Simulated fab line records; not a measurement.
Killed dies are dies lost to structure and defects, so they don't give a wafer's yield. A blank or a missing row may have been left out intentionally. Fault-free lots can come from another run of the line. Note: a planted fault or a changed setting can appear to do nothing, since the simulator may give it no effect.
What tool caused it? || flow rit-cmos || 42 wafers from 14 lots sampled at 5 of the route's 202 steps

WHAT EACH GAUGE READ, for each wafer
RIT_GATE_THK_MEAS_07. Usual: for GATE_OXIDE_THK the level is 3.02 nm and the standard deviation is 0.069.
{"lot": "L621", "measured": "day 2 10:38", "on": "film-metro-02", "GATE_OXIDE_THK (nm)": "2.99 2.96 2.90", "flag": ""}
{"lot": "L622", "measured": "day 2 15:08", "on": "film-metro-04", "GATE_OXIDE_THK (nm)": "3.13 3.10 3.07", "flag": ""}
{"lot": "L623", "measured": "day 2 20:13", "on": "film-metro-03", "GATE_OXIDE_THK (nm)": "4.96 4.83 4.93 4.89 4.94 4.94", "flag": "OFF"}
{"lot": "L624", "measured": "day 3 01:28", "on": "film-metro-02", "GATE_OXIDE_THK (nm)": "5.20 5.18 5.19 5.26 5.21 5.22", "flag": "OFF"}
{"lot": "L633", "measured": "day 5 01:04", "on": "film-metro-02", "GATE_OXIDE_THK (nm)": "3.02 2.94 3.04", "flag": ""}
{"lot": "L635", "measured": "day 5 08:55", "on": "film-metro-03", "GATE_OXIDE_THK (nm)": "3.07 3.08 3.11", "flag": ""}
{"lot": "L636", "measured": "day 5 14:14", "on": "film-metro-04", "GATE_OXIDE_THK (nm)": "2.99 3.02 3.06", "flag": ""}
{"lot": "L637", "measured": "day 5 19:04", "on": "film-metro-03", "GATE_OXIDE_THK (nm)": "3.02 3.03 3.01", "flag": ""}
{"lot": "L638", "measured": "day 6 00:11", "on": "film-metro-04", "GATE_OXIDE_THK (nm)": "2.91 2.89 3.03", "flag": ""}
{"lot": "L639", "measured": "day 6 03:28", "on": "film-metro-04", "GATE_OXIDE_THK (nm)": "2.94 2.82 2.86", "flag": ""}
{"lot": "L641", "measured": "day 6 13:11", "on": "film-metro-03", "GATE_OXIDE_THK (nm)": "3.03 2.99 2.97", "flag": ""}
{"lot": "L642", "measured": "day 6 19:39", "on": "film-metro-02", "GATE_OXIDE_THK (nm)": "2.97 3.07 2.92", "flag": ""}
{"lot": "L643", "measured": "day 6 23:45", "on": "film-metro-04", "GATE_OXIDE_THK (nm)": "2.93 2.92 2.98", "flag": ""}
{"lot": "L644", "measured": "day 7 05:26", "on": "film-metro-03", "GATE_OXIDE_THK (nm)": "3.07 3.08 3.01", "flag": ""}

RIT_NLDD_TW_MEAS_10. Usual: for NLDD_TW the level is 2497 and the standard deviation is 15.
{"lot": "L621", "measured": "day 2 20:51", "on": "film-metro-01", "NLDD_TW": "2516 2508 2517", "flag": ""}
{"lot": "L622", "measured": "day 2 23:18", "on": "film-metro-02", "NLDD_TW": "2482 2492 2487", "flag": ""}
{"lot": "L623", "measured": "day 3 06:32", "on": "film-metro-01", "NLDD_TW": "2530 2532 2519", "flag": ""}
{"lot": "L624", "measured": "day 3 16:32", "on": "film-metro-02", "NLDD_TW": "2512 2494 2493", "flag": ""}
{"lot": "L633", "measured": "day 5 09:28", "on": "film-metro-03", "NLDD_TW": "2482 2492 2490", "flag": ""}
{"lot": "L635", "measured": "day 5 17:04", "on": "film-metro-03", "NLDD_TW": "2490 2490 2492", "flag": ""}
{"lot": "L636", "measured": "day 5 22:23", "on": "film-metro-02", "NLDD_TW": "2455 2471 2466", "flag": ""}
{"lot": "L637", "measured": "day 6 03:04", "on": "film-metro-02", "NLDD_TW": "2476 2487 2482", "flag": ""}
{"lot": "L638", "measured": "day 6 08:04", "on": "film-metro-02", "NLDD_TW": "2496 2485 2492", "flag": ""}
{"lot": "L639", "measured": "day 6 11:26", "on": "film-metro-02", "NLDD_TW": "2481 2488 2478", "flag": ""}
{"lot": "L641", "measured": "day 6 20:54", "on": "film-metro-02", "NLDD_TW": "2475 2487 2491", "flag": ""}
{"lot": "L642", "measured": "day 7 04:25", "on": "film-metro-01", "NLDD_TW": "2499 2495 2490", "flag": ""}
{"lot": "L643", "measured": "day 7 07:26", "on": "film-metro-02", "NLDD_TW": "2488 2486 2496", "flag": ""}
{"lot": "L644", "measured": "day 7 13:13", "on": "film-metro-03", "NLDD_TW": "2517 2506 2516", "flag": ""}

RIT_CONTACT_CD_MEAS_90: target cd 1000 nm. Usual: cd-nm reads 999.8 nm (standard deviation 2.4).
{"lot": "L621", "measured": "day 3 07:27", "on": "cd-sem-01", "cd-nm (nm)": "1002.5 1002.4 1001.5", "flag": ""}
{"lot": "L622", "measured": "day 3 09:30", "on": "cd-sem-01", "cd-nm (nm)": "999.6 1002.4 1002.8", "flag": ""}
{"lot": "L624", "measured": "day 4 04:19", "on": "cd-sem-01", "cd-nm (nm)": "1000.9 1001.0 998.6", "flag": ""}
{"lot": "L633", "measured": "day 5 19:56", "on": "cd-sem-02", "cd-nm (nm)": "998.4 997.1 996.9", "flag": ""}
{"lot": "L635", "measured": "day 6 03:40", "on": "cd-sem-02", "cd-nm (nm)": "996.1 995.9 995.7", "flag": ""}
{"lot": "L636", "measured": "day 6 08:41", "on": "cd-sem-02", "cd-nm (nm)": "1000.4 1001.3 1001.2", "flag": ""}
{"lot": "L637", "measured": "day 6 13:28", "on": "cd-sem-02", "cd-nm (nm)": "999.7 1000.6 1000.3", "flag": ""}
{"lot": "L638", "measured": "day 6 18:29", "on": "cd-sem-02", "cd-nm (nm)": "1001.6 1003.8 1000.5", "flag": ""}
{"lot": "L639", "measured": "day 6 22:13", "on": "cd-sem-02", "cd-nm (nm)": "1000.8 999.4 999.0", "flag": ""}
{"lot": "L641", "measured": "day 7 07:23", "on": "cd-sem-02", "cd-nm (nm)": "999.5 1000.5 1000.2", "flag": ""}
{"lot": "L642", "measured": "day 7 14:52", "on": "cd-sem-02", "cd-nm (nm)": "995.1 995.8 997.5", "flag": ""}
{"lot": "L643", "measured": "day 7 17:48", "on": "cd-sem-02", "cd-nm (nm)": "1001.7 1001.3 1000.5", "flag": ""}
{"lot": "L644", "measured": "day 7 23:40", "on": "cd-sem-02", "cd-nm (nm)": "1000.5 1002.5 998.3", "flag": ""}

EACH LOT AND THE TOOL THAT RAN IT (in order: tool; ch and the chambers of the sampled wafers; start)
{"lot": "L621", "RIT_GATE_OXIDATION_05": "furnace-04 ch 0, day 2 09:17", "RIT_SPACER_ETCHBACK_05": "rie-diel-02 ch 0,2,3, day 3 00:52"}
{"lot": "L622", "RIT_GATE_OXIDATION_05": "furnace-03 ch 0, day 2 13:48", "RIT_SPACER_ETCHBACK_05": "rie-diel-04 ch 0,1, day 3 03:08"}
{"lot": "L623", "RIT_GATE_OXIDATION_05": "furnace-02 ch 0, day 2 17:32 and furnace-04 ch 0, day 2 18:52", "RIT_SPACER_ETCHBACK_05": "rie-diel-02 ch 2,3, day 3 10:56"}
{"lot": "L624", "RIT_GATE_OXIDATION_05": "furnace-03 ch 0, day 2 22:55", "RIT_SPACER_ETCHBACK_05": "rie-diel-02 ch 0,2, day 3 20:41"}
{"lot": "L633", "RIT_GATE_OXIDATION_05": "furnace-02 ch 0, day 4 21:35", "RIT_SPACER_ETCHBACK_05": "rie-diel-02 ch 2,3, day 5 13:29"}
{"lot": "L635", "RIT_GATE_OXIDATION_05": "furnace-03 ch 0, day 5 07:34", "RIT_SPACER_ETCHBACK_05": "rie-diel-01 ch 0,1,3, day 5 21:00"}
{"lot": "L636", "RIT_GATE_OXIDATION_05": "furnace-04 ch 0, day 5 12:53", "RIT_SPACER_ETCHBACK_05": "rie-diel-01 ch 2,3, day 6 02:19"}
{"lot": "L637", "RIT_GATE_OXIDATION_05": "furnace-03 ch 0, day 5 17:44", "RIT_SPACER_ETCHBACK_05": "rie-diel-02 ch 0,1, day 6 07:01"}
{"lot": "L638", "RIT_GATE_OXIDATION_05": "furnace-04 ch 0, day 5 22:50", "RIT_SPACER_ETCHBACK_05": "rie-diel-04 ch 1,3, day 6 12:00"}
{"lot": "L639", "RIT_GATE_OXIDATION_05": "furnace-03 ch 0, day 6 02:09", "RIT_SPACER_ETCHBACK_05": "rie-diel-04 ch 0,3, day 6 15:31"}
{"lot": "L641", "RIT_GATE_OXIDATION_05": "furnace-02 ch 0, day 6 11:52", "RIT_SPACER_ETCHBACK_05": "rie-diel-01 ch 0,2,3, day 7 00:55"}
{"lot": "L642", "RIT_GATE_OXIDATION_05": "furnace-04 ch 0, day 6 18:19", "RIT_SPACER_ETCHBACK_05": "rie-diel-04 ch 1,2,3, day 7 08:25"}
{"lot": "L643", "RIT_GATE_OXIDATION_05": "furnace-04 ch 0, day 6 22:25", "RIT_SPACER_ETCHBACK_05": "rie-diel-02 ch 0,3, day 7 11:16"}
{"lot": "L644", "RIT_GATE_OXIDATION_05": "furnace-04 ch 0, day 7 04:06", "RIT_SPACER_ETCHBACK_05": "rie-diel-02 ch 0,2,3, day 7 17:09"}
- RIT_GATE_OXIDATION_05: target thk 3 nm, ox time 270 s.
- RIT_SPACER_ETCHBACK_05: etches Si3N4 in SF6/CHF3, stops on SiO2, target depth 250 nm, time 240 s.

WHAT THE TOOLS THEMSELVES READ (means of the sampled wafers that have a number; where no wafer has one, the mark that the record gives instead)
RIT_GATE_OXIDATION_05. Usual: tube_center_temp_C_max 902.3, standard deviation 0.38; zone-power-source-pct 25.1 %, standard deviation 1.6.
{"lot": "L621", "tool": "furnace-04", "tube_center_temp_C_max": 902.6, "zone-power-source-pct (%)": 26.7, "flag": ""}
{"lot": "L622", "tool": "furnace-03", "tube_center_temp_C_max": 902.0, "zone-power-source-pct (%)": 24.9, "flag": ""}
{"lot": "L623", "tool": "furnace-02/furnace-04", "tube_center_temp_C_max": 902.4, "zone-power-source-pct (%)": 24.1, "flag": ""}
{"lot": "L624", "tool": "furnace-03", "tube_center_temp_C_max": 902.3, "zone-power-source-pct (%)": 24.9, "flag": ""}
{"lot": "L633", "tool": "furnace-02", "tube_center_temp_C_max": 902.5, "zone-power-source-pct (%)": 21.6, "flag": ""}
{"lot": "L635", "tool": "furnace-03", "tube_center_temp_C_max": 902.1, "zone-power-source-pct (%)": 24.8, "flag": ""}
{"lot": "L636", "tool": "furnace-04", "tube_center_temp_C_max": 902.3, "zone-power-source-pct (%)": 26.6, "flag": ""}
{"lot": "L637", "tool": "furnace-03", "tube_center_temp_C_max": 902.3, "zone-power-source-pct (%)": 24.8, "flag": ""}
{"lot": "L638", "tool": "furnace-04", "tube_center_temp_C_max": 902.5, "zone-power-source-pct (%)": 26.6, "flag": ""}
{"lot": "L639", "tool": "furnace-03", "tube_center_temp_C_max": 902.0, "zone-power-source-pct (%)": 24.4, "flag": ""}
{"lot": "L641", "tool": "furnace-02", "tube_center_temp_C_max": 902.1, "zone-power-source-pct (%)": 21.8, "flag": ""}
{"lot": "L642", "tool": "furnace-04", "tube_center_temp_C_max": 902.5, "zone-power-source-pct (%)": 26.5, "flag": ""}
{"lot": "L643", "tool": "furnace-04", "tube_center_temp_C_max": 901.8, "zone-power-source-pct (%)": 26.7, "flag": ""}
{"lot": "L644", "tool": "furnace-04", "tube_center_temp_C_max": 902.6, "zone-power-source-pct (%)": 26.7, "flag": ""}

RIT_SPACER_ETCHBACK_05. Usual: drypump-motor-current-A 5.7 A, standard deviation 0.32; oes-product-au 0.839 a.u., standard deviation 0.012; throttle-valve-pct 10.27 %, standard deviation 0.12.
{"lot": "L621", "tool": "rie-diel-02", "drypump-motor-current-A (A)": 5.5, "oes-product-au (a.u.)": 0.841, "throttle-valve-pct (%)": 10.28, "flag": ""}
{"lot": "L622", "tool": "rie-diel-04", "drypump-motor-current-A (A)": 5.5, "oes-product-au (a.u.)": 0.854, "throttle-valve-pct (%)": 10.33, "flag": ""}
{"lot": "L623", "tool": "rie-diel-02", "drypump-motor-current-A (A)": 5.5, "oes-product-au (a.u.)": 0.832, "throttle-valve-pct (%)": 10.31, "flag": ""}
{"lot": "L624", "tool": "rie-diel-02", "drypump-motor-current-A (A)": 5.6, "oes-product-au (a.u.)": 0.834, "throttle-valve-pct (%)": 10.24, "flag": ""}
{"lot": "L633", "tool": "rie-diel-02", "drypump-motor-current-A (A)": 5.4, "oes-product-au (a.u.)": 0.848, "throttle-valve-pct (%)": 10.31, "flag": ""}
{"lot": "L635", "tool": "rie-diel-01", "drypump-motor-current-A (A)": 6.1, "oes-product-au (a.u.)": 0.849, "throttle-valve-pct (%)": 10.22, "flag": ""}
{"lot": "L636", "tool": "rie-diel-01", "drypump-motor-current-A (A)": 5.6, "oes-product-au (a.u.)": 0.844, "throttle-valve-pct (%)": 10.17, "flag": ""}
{"lot": "L637", "tool": "rie-diel-02", "drypump-motor-current-A (A)": 5.9, "oes-product-au (a.u.)": 0.829, "throttle-valve-pct (%)": 10.18, "flag": ""}
{"lot": "L638", "tool": "rie-diel-04", "drypump-motor-current-A (A)": 5.8, "oes-product-au (a.u.)": 0.857, "throttle-valve-pct (%)": 10.23, "flag": ""}
{"lot": "L639", "tool": "rie-diel-04", "drypump-motor-current-A (A)": 5.6, "oes-product-au (a.u.)": 0.834, "throttle-valve-pct (%)": 10.26, "flag": ""}
{"lot": "L641", "tool": "rie-diel-01", "drypump-motor-current-A (A)": 6.0, "oes-product-au (a.u.)": 0.845, "throttle-valve-pct (%)": 10.19, "flag": ""}
{"lot": "L642", "tool": "rie-diel-04", "drypump-motor-current-A (A)": 5.9, "oes-product-au (a.u.)": 0.836, "throttle-valve-pct (%)": 10.29, "flag": ""}
{"lot": "L643", "tool": "rie-diel-02", "drypump-motor-current-A (A)": 5.6, "oes-product-au (a.u.)": 0.849, "throttle-valve-pct (%)": 10.28, "flag": ""}
{"lot": "L644", "tool": "rie-diel-02", "drypump-motor-current-A (A)": 5.5, "oes-product-au (a.u.)": 0.842, "throttle-valve-pct (%)": 10.28, "flag": ""}

THE ANSWER, worked out from the rows above alone
Rule: take the mean of a lot's wafers that have a number; if it is more than 3 standard deviations from the usual mean, the lot is off. Also off: a lot with no number at a reading for which 4 or more lots have one. Where the step has rows for the other lots, those lots are counted as sound. First the gauges in route order, then the tools' own readings, where a lot's mean is used as printed above. The first step at which some lot is off is used, and at that step the reading that is off furthest; a lot without a number counts as furthest.
Off: L623, L624, at RIT_GATE_THK_MEAS_07 (GATE_OXIDE_THK).
If a tool, at a process step before that reading, ran all the lots that are off and no sound lot after the first of them, it fits. Those tools and the gauges at RIT_GATE_THK_MEAS_07 are tried in the same way. No candidate that was tried fits.

WHAT THE SIMULATOR HAD INSERTED
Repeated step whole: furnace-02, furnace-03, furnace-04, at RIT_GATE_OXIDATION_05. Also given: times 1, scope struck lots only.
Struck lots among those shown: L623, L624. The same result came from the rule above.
